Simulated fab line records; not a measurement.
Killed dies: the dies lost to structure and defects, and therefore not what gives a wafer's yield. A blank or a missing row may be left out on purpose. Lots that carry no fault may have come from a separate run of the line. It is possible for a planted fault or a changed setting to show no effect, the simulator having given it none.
Which tool did it? + flow berkeley-cmos170 + 42 wafers from 14 lots sampled at 5 of the route's 331 steps

== WHAT EACH GAUGE READ, for each wafer ==
UCB170_START_THK_MEAS_03.
| lot  | measured    | on            | START_OXIDE_THK (nm) |
|------|-------------|---------------|----------------------|
| L824 | day 1 14:41 | film-metro-01 | 19.9 19.5 19.5       |
| L825 | day 1 20:31 | film-metro-02 | 19.9 20.0 20.1       |
| L826 | day 2 01:47 | film-metro-04 | 19.3 19.4 19.4       |
| L827 | day 2 07:05 | film-metro-02 | 20.4 20.6 20.5       |
| L828 | day 2 11:40 | film-metro-04 | 19.9 19.9 19.7       |
| L829 | day 2 15:40 | film-metro-04 | 20.2 20.1 19.9       |
| L830 | day 2 21:58 | film-metro-04 | 20.3 20.2 20.6       |
| L832 | day 3 08:37 | film-metro-01 | 19.8 19.8 19.9       |
| L834 | day 3 14:07 | film-metro-01 | 20.3 20.0 20.0       |
| L835 | day 4 04:05 | film-metro-01 | 20.6 20.5 20.5       |
| L839 | day 4 18:25 | film-metro-04 | 20.1 20.1 19.9       |
| L844 | day 5 20:41 | film-metro-04 | 19.6 19.7 19.7       |
| L845 | day 5 20:41 | film-metro-02 | 20.1 20.1 20.1       |
| L847 | day 6 12:58 | film-metro-02 | 19.8 19.7 20.0       |

UCB170_PWELL_THK_MEAS_03.
| lot  | measured    | on            | PWELL_OXIDE_THK (nm) |
|------|-------------|---------------|----------------------|
| L824 | day 2 19:06 | film-metro-01 | 25.6 25.4 25.6       |
| L825 | day 3 11:17 | film-metro-02 | 26.6 27.2 26.0       |
| L826 | day 3 11:17 | film-metro-01 | 26.5 26.3 26.6       |
| L827 | day 3 11:18 | film-metro-03 | 26.6 26.5 26.8       |
| L828 | day 4 00:14 | film-metro-01 | 26.3 26.5 26.3       |
| L829 | day 4 00:14 | film-metro-02 | 26.2 26.2 26.2       |
| L830 | day 4 14:04 | film-metro-02 | 26.2 26.0 25.7       |
| L832 | day 5 04:16 | film-metro-01 | 25.6 26.2 26.1       |
| L834 | day 5 04:15 | film-metro-03 | 26.5 26.2 26.2       |
| L835 | day 5 12:32 | film-metro-01 | 26.6 26.5 26.3       |
| L839 | day 6 03:32 | film-metro-03 | 26.0 25.9 26.0       |
| L844 | day 7 04:29 | film-metro-03 | 26.3 26.3 26.6       |
| L845 | day 7 04:29 | film-metro-02 | 26.4 26.6 26.2       |
| L847 | day 7 17:50 | film-metro-01 | 26.1 25.9 25.6       |

UCB170_PLDD_TW_MEAS_11.
| lot  | measured     | on            | PLDD_TW                       |
|------|--------------|---------------|-------------------------------|
| L824 | day 7 11:14  | film-metro-01 | 1006 1010 1013                |
| L825 | day 7 21:47  | film-metro-02 | 1016 1017 1017                |
| L826 | day 7 22:20  | film-metro-02 | 1012 1012 1013                |
| L827 | day 7 22:22  | film-metro-01 | 1009 1008 1010                |
| L828 | day 8 13:37  | film-metro-04 | 1005 1007 1000                |
| L829 | day 8 14:10  | film-metro-04 | 1002 1002 1004                |
| L830 | day 8 13:54  | film-metro-02 | 1019 1019 1021                |
| L832 | day 9 09:57  | film-metro-02 | 1008 1011 1015                |
| L834 | day 9 09:38  | film-metro-04 | 994 990 992                   |
| L835 | day 9 10:14  | film-metro-02 | 1015 1013 1011                |
| L839 | day 10 05:29 | film-metro-01 | 1056 1052 1056 1052 1055 1052 |
| L844 | day 11 12:46 | film-metro-02 | 1060 1059 1070 1055 1054 1061 |
| L845 | day 11 12:05 | film-metro-04 | 998 996 997                   |
| L847 | day 12 00:04 | film-metro-02 | 1011 1016 1012                |

UCB170_SDANNEAL_RS_MEAS_04: the measuring method here is four-point-probe.
| lot  | measured     | on            | PLDD_RS (ohm/sq)                    |
|------|--------------|---------------|-------------------------------------|
| L824 | day 7 23:53  | film-metro-04 | 1037.1 1035.7 1032.2                |
| L825 | day 8 12:56  | film-metro-01 | 1028.2 1027.6 1029.1                |
| L826 | day 8 13:05  | film-metro-02 | 1032.8 1037.6 1035.7                |
| L827 | day 8 12:53  | film-metro-04 | 1032.9 1031.4 1033.3                |
| L828 | day 9 04:12  | film-metro-04 | 1029.9 1030.5 1030.1                |
| L829 | day 9 06:30  | film-metro-01 | 1026.8 1028.6 1027.9                |
| L830 | day 9 04:26  | film-metro-02 | 1031.7 1032.1 1031.2                |
| L832 | day 10 02:43 | film-metro-02 | 1036.5 1033.2 1035.8                |
| L834 | day 10 01:49 | film-metro-04 | 1030.2 1031.4 1030.3                |
| L835 | day 10 03:11 | film-metro-04 | 1030.3 1030.0 1029.7                |
| L839 | day 10 23:47 | film-metro-04 | 923.7 924.9 924.5 924.3 923.9 923.3 |
| L844 | day 12 03:02 | film-metro-04 | 921.6 919.9 918.3 921.2 920.2 920.5 |
| L845 | day 12 01:08 | film-metro-01 | 1034.4 1031.4 1032.3                |
| L847 | day 12 18:20 | film-metro-01 | 1031.3 1031.3 1030.5                |

== EACH LOT AND THE TOOL THAT RAN IT (in order: tool; ch and the chambers of the sampled wafers; start) ==
| lot  | UCB170_PLDD_IMPLANT_08          |
|------|---------------------------------|
| L824 | implanter-01 ch 0, day 7 10:50  |
| L825 | implanter-04 ch 0, day 7 21:23  |
| L826 | implanter-01 ch 0, day 7 21:56  |
| L827 | implanter-03 ch 0, day 7 21:58  |
| L828 | implanter-01 ch 0, day 8 13:14  |
| L829 | implanter-01 ch 0, day 8 13:47  |
| L830 | implanter-03 ch 0, day 8 13:32  |
| L832 | implanter-03 ch 0, day 9 09:34  |
| L834 | implanter-01 ch 0, day 9 09:14  |
| L835 | implanter-04 ch 0, day 9 09:52  |
| L839 | implanter-01 ch 0, day 10 05:06 |
| L844 | implanter-01 ch 0, day 11 12:22 |
| L845 | implanter-03 ch 0, day 11 11:41 |
| L847 | implanter-04 ch 0, day 11 23:41 |
- UCB170_PLDD_IMPLANT_08

== WHAT THE TOOLS THEMSELVES READ (means of the sampled wafers that have a number; where no wafer has one, the mark that the record gives instead) ==
UCB170_PLDD_IMPLANT_08.
| lot  | tool         | beam-on-s (s) | dose-ions-cm2 | faraday-current-uA | rotation-deg (degrees) |
|------|--------------|---------------|---------------|--------------------|------------------------|
| L824 | implanter-01 | 9.89          | 4.997e+13     | 160.4              | -0.015                 |
| L825 | implanter-04 | 9.95          | 5.006e+13     | 159.2              | 0.005                  |
| L826 | implanter-01 | 9.91          | 5.001e+13     | 159.7              | 0.014                  |
| L827 | implanter-03 | 10.01         | 5.002e+13     | 158.5              | 0.005                  |
| L828 | implanter-01 | 9.89          | 5.001e+13     | 160.6              | -0.014                 |
| L829 | implanter-01 | 10.08         | 5.001e+13     | 157.8              | 0.009                  |
| L830 | implanter-03 | 9.95          | 4.994e+13     | 159.2              | -0.004                 |
| L832 | implanter-03 | 9.96          | 5.001e+13     | 159.1              | -0.012                 |
| L834 | implanter-01 | 10.06         | 5.003e+13     | 157.1              | 0.003                  |
| L835 | implanter-04 | 9.73          | 5.005e+13     | 163.0              | -0.022                 |
| L839 | implanter-01 | 11.20         | 6.497e+13     | 184.4              | 0.003                  |
| L844 | implanter-01 | 11.25         | 6.501e+13     | 183.0              | 0.004                  |
| L845 | implanter-03 | 10.01         | 5.000e+13     | 158.3              | -0.024                 |
| L847 | implanter-04 | 9.91          | 4.997e+13     | 160.1              | -0.003                 |

== THE ANSWER, worked out from the rows above alone ==
Rule: what is usual is taken from the lots themselves. Put in order of their means at a reading, lots are off if they are a third of the lots or fewer, leave a main group of 4 or more, and stand apart from it by a gap of 3 or more times the standard deviation of the main group's means; of several such gaps the widest counts. If all means in a main group match to the digits the tables above print for the reading, that group is not used. Also off: a lot with no number at a reading for which 4 or more lots have one. All remaining lots with rows at the step are treated as sound. Order of review: gauges by route order, followed by the tools' own readings, for which a lot's mean as printed above is used. The first step at which some lot is off is used, and at that step the reading that is off furthest; a lot without a number counts as furthest.
Off: L839, L844, seen at UCB170_PLDD_TW_MEAS_11 (PLDD_TW). The main group has a mean of 1008 with a standard deviation of 7.7.
If a tool, at a process step before that reading, ran all the lots that are off and no sound lot after the first of them, it fits. The gauges at UCB170_PLDD_TW_MEAS_11 aren't tried: what is off there is off at UCB170_SDANNEAL_RS_MEAS_04 too, on other tools, and a gauge's error can't cause that. One fits: implanter-01 at UCB170_PLDD_IMPLANT_08. Its last sound lot is L834 (day 9 09:14), its first lot that is off L839 (day 10 05:06): a fault that began between those two fits.
The tool's own readings at UCB170_PLDD_IMPLANT_08 bear it out: on the lots that are off they differ by more than 5 times the standard deviation of the sound lots' means. beam-on-s reads 11.22 s there against 9.95 s on the sound lots; dose-ions-cm2 reads 6.499e+13 there against 5.001e+13 on the sound lots; faraday-current-uA reads 183.7 there against 159.4 on the sound lots.

== WHAT WAS PUT IN BY THE SIMULATOR ==
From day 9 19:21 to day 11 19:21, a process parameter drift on implanter-01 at UCB170_PLDD_IMPLANT_08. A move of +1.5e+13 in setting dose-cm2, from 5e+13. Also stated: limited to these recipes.
Struck lots among those shown: L839, L844. The rule above found the same.
